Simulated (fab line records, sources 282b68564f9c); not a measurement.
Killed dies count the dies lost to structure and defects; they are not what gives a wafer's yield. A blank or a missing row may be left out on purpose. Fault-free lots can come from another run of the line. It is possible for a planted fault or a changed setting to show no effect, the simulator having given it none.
fab line records -- flow ritCmos
record lots=14, wafers=42, lastDay=7
route steps=202 shown GATE@91 M1@202
lots untouched by any fault: they come from a run of this same line in which no faults occurred
startH: the number of hours between the record's first day and the start of the first shown wafer of the lot -- waitH: time in hours since the lot's previous step -- " repeats the value in the row above -- L1.1+2: several wafers, shown together as one row -- - no value present, or no start provided -- * or withheld: withheld -- < > ~ a bound
route shown NAME@n: a module of which the file shows steps, and the number in the route of the first -- usual: mean and standard deviation over wafers with no fault -- same: alike in all rows -- chamber/n: place in a boat -- sites: readings site by site -- _std_site: the values' standard deviation -- _edge_site: the outer-site mean with the inner-site mean subtracted -- radiusMm: for every site, how far away it sits from the centre of the wafer -- mask NAME#n: copy n -- behind: the last tool/chamber to shape the wafer -- hold: reason for holding the lot/hours on hold/outcome of the hold -- device: the transistor (n, p or np) that didn't switch -- end of line: tests run on the same wafers once the route is complete -- step lacking rows: just its recipe -- killed: not the wafer's yield, but the dies lost to structure and defects at the first sort -- map: a wafer's dies, x killed, . not, _ none there
set.NAME: setting as actually run; set.NAME@STEP: the setting as run at that earlier step -- model.NAME: the simulator's own value behind a step, which no gauge read
route steps across a sampled set of lots; one table per step, one row per wafer
## steps
# step RIT_GATE_DEVELOP_15
# recipe resist=NOVOLAK, developTimeS=50, devTempC=23
lot.wafer,tool,chamber,startH,waitH
L713.1+3+6,lithoTrack-01,0,44,-
L714.2+3+6,lithoTrack-04,0,56,-
L716.2+5+6,lithoTrack-04,0,61,-
L717.2+3+4,lithoTrack-04,0,69,-
L720.2+4+6,lithoTrack-04,0,76,-
L724.1+2+6,lithoTrack-01,0,98,-
L725.2+3+5,lithoTrack-01,0,102,-
L726.1+2+6,lithoTrack-01,0,108,-
L728.2+5+6,lithoTrack-02,0,115,-
L729.1+3+4,lithoTrack-02,0,123,-
L731.1+2+4,lithoTrack-02,0,132,-
L733.2+4+5,lithoTrack-02,0,143,-
L734.2+4+6,lithoTrack-04,0,151,-
L735.1+4+6,lithoTrack-01,0,152,-
# step RIT_GATE_CD_MEAS_16
# recipe targetCdNm=150
# usual cdNm=150.6/2
lot.wafer,tool,chamber,startH,waitH,cdNm
L713.1,cdSem-02,-,45.01,-,149.9
L713.3,cdSem-02,-,45.01,-,151.0
L713.6,cdSem-02,-,45.01,-,152.5
L714.2,cdSem-02,-,56.20,-,150.6
L714.3,cdSem-02,-,56.20,-,149.1
L714.6,cdSem-02,-,56.20,-,153.4
L716.2,cdSem-02,-,61.39,-,150.8
L716.5,cdSem-02,-,61.39,-,150.9
L716.6,cdSem-02,-,61.39,-,150.1
L717.2,cdSem-01,-,69.42,-,166.0
L717.3,cdSem-01,-,69.42,-,169.5
L717.4,cdSem-01,-,69.42,-,167.8
L720.2,cdSem-02,-,76.52,-,161.6
L720.4,cdSem-02,-,76.52,-,161.6
L720.6,cdSem-02,-,76.52,-,160.6
L724.1,cdSem-02,-,99.10,-,150.3
L724.2,cdSem-02,-,99.10,-,147.9
L724.6,cdSem-02,-,99.10,-,148.8
L725.2,cdSem-01,-,102.72,-,153.1
L725.3,cdSem-01,-,102.72,-,153.8
L725.5,cdSem-01,-,102.72,-,154.5
L726.1,cdSem-01,-,108.75,-,152.0
L726.2,cdSem-01,-,108.75,-,150.8
L726.6,cdSem-01,-,108.75,-,151.1
L728.2,cdSem-01,-,116.13,-,146.7
L728.5,cdSem-01,-,116.13,-,147.5
L728.6,cdSem-01,-,116.13,-,148.6
L729.1,cdSem-02,-,123.99,-,149.2
L729.3,cdSem-02,-,123.99,-,149.4
L729.4,cdSem-02,-,123.99,-,150.6
L731.1,cdSem-01,-,132.34,-,152.2
L731.2,cdSem-01,-,132.34,-,153.8
L731.4,cdSem-01,-,132.34,-,152.0
L733.2,cdSem-01,-,143.14,-,156.2
L733.4,cdSem-01,-,143.14,-,155.4
L733.5,cdSem-01,-,143.14,-,153.7
L734.2,cdSem-01,-,151.41,-,152.7
L734.4,cdSem-01,-,151.41,-,149.1
L734.6,cdSem-01,-,151.41,-,152.1
L735.1,cdSem-02,-,152.94,-,147.9
L735.4,cdSem-02,-,152.94,-,148.6
L735.6,cdSem-02,-,152.94,-,148.1
# step RIT_M1_PROBE_99
# usual killedAtContacts=0.1/0.25, killedAtFrontEnd=8/3.3, killedDies=8/3.3, killedOpen=3.9/2.1, killedShort=3.8/2.2
# same grossDies=264, killed_at_M0_to_M3=0, killed_at_M4_up=0, killedAtBackSide=0, killedAtOther=0
lot.wafer,tool,chamber,startH,waitH,killedAtContacts,killedAtFrontEnd,killedDies,killedOpen,killedShort
L717.2,prober-02,-,92.59,0.1,0,4,4,2,1
L717.3,prober-02,-,92.64,0.2,0,8,8,6,2
L717.4,prober-02,-,92.69,0.2,0,7,7,2,3
L720.4,prober-02,-,98.85,0.2,0,3,3,1,1
L725.2,prober-01,-,123.58,0.1,0,6,6,4,2
L725.3,prober-01,-,123.63,0.2,0,6,6,5,1
L725.5,prober-01,-,123.73,0.2,0,3,3,0,3
# killed by level:class
L717.2 FOX1:geometricParticle:open=1 REOX:geometricParticle:short=1 SPACER:geometricParticle:open=1 GATE:areaDevelop=1
L717.3 GATE:geometricParticle:open=4 SILICIDE:geometricParticle:short=2 SILICIDE:geometricParticle:open=2
L717.4 SPACER:geometricParticle:short=2 GATE:areaDevelop=2 GATE:geometricParticle:short=1 GATE:geometricParticle:open=1 SILICIDE:geometricParticle:open=1
L720.4 FOX1:geometricParticle:short=1 SPACER:geometricParticle:open=1 GATE:areaDevelop=1
L725.2 SILICIDE:geometricParticle:open=2 FOX1:geometricParticle:open=1 GATE:geometricParticle:open=1 GATE:geometricParticle:short=1 REOX:geometricParticle:short=1
L725.3 GATE:geometricParticle:open=2 REOX:geometricParticle:open=2 GATE:geometricParticle:short=1 SILICIDE:geometricParticle:open=1
L725.5 FOX1:geometricParticle:short=1 FOX2:geometricParticle:short=1 REOX:geometricParticle:short=1
## key
firstSign step=RIT_GATE_CD_MEAS_16, reading=cdNm, direction=up, sigmas=6.9, usual=150.6, struck=164.5, through=controlLoop
effect none on later readings
metAt RIT_GATE_DEVELOP_15
struckLots L717,L720
testerLeftOut L717,L720
loopTrim step=RIT_GATE_EXPOSE_13, setting=dose, lots=L720
fault kind=processParameterDrift, tool=lithoTrack-04, chamber=-, onsetH=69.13, steps=RIT_GATE_DEVELOP_15, channel=developTimeS, offset=*, shape=step, endH=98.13, actsIn=*, stated=*
# testerLeftOut: of these lots the tester's yield and bins aren't shown, on N5 and GAA mostly nor the transistor test; their killed dies are dies lost to structure and defects alone, not to doping, threshold or leakage, so they don't give the yield
# loopTrim: a control loop set the setting to another value than it would have without faults
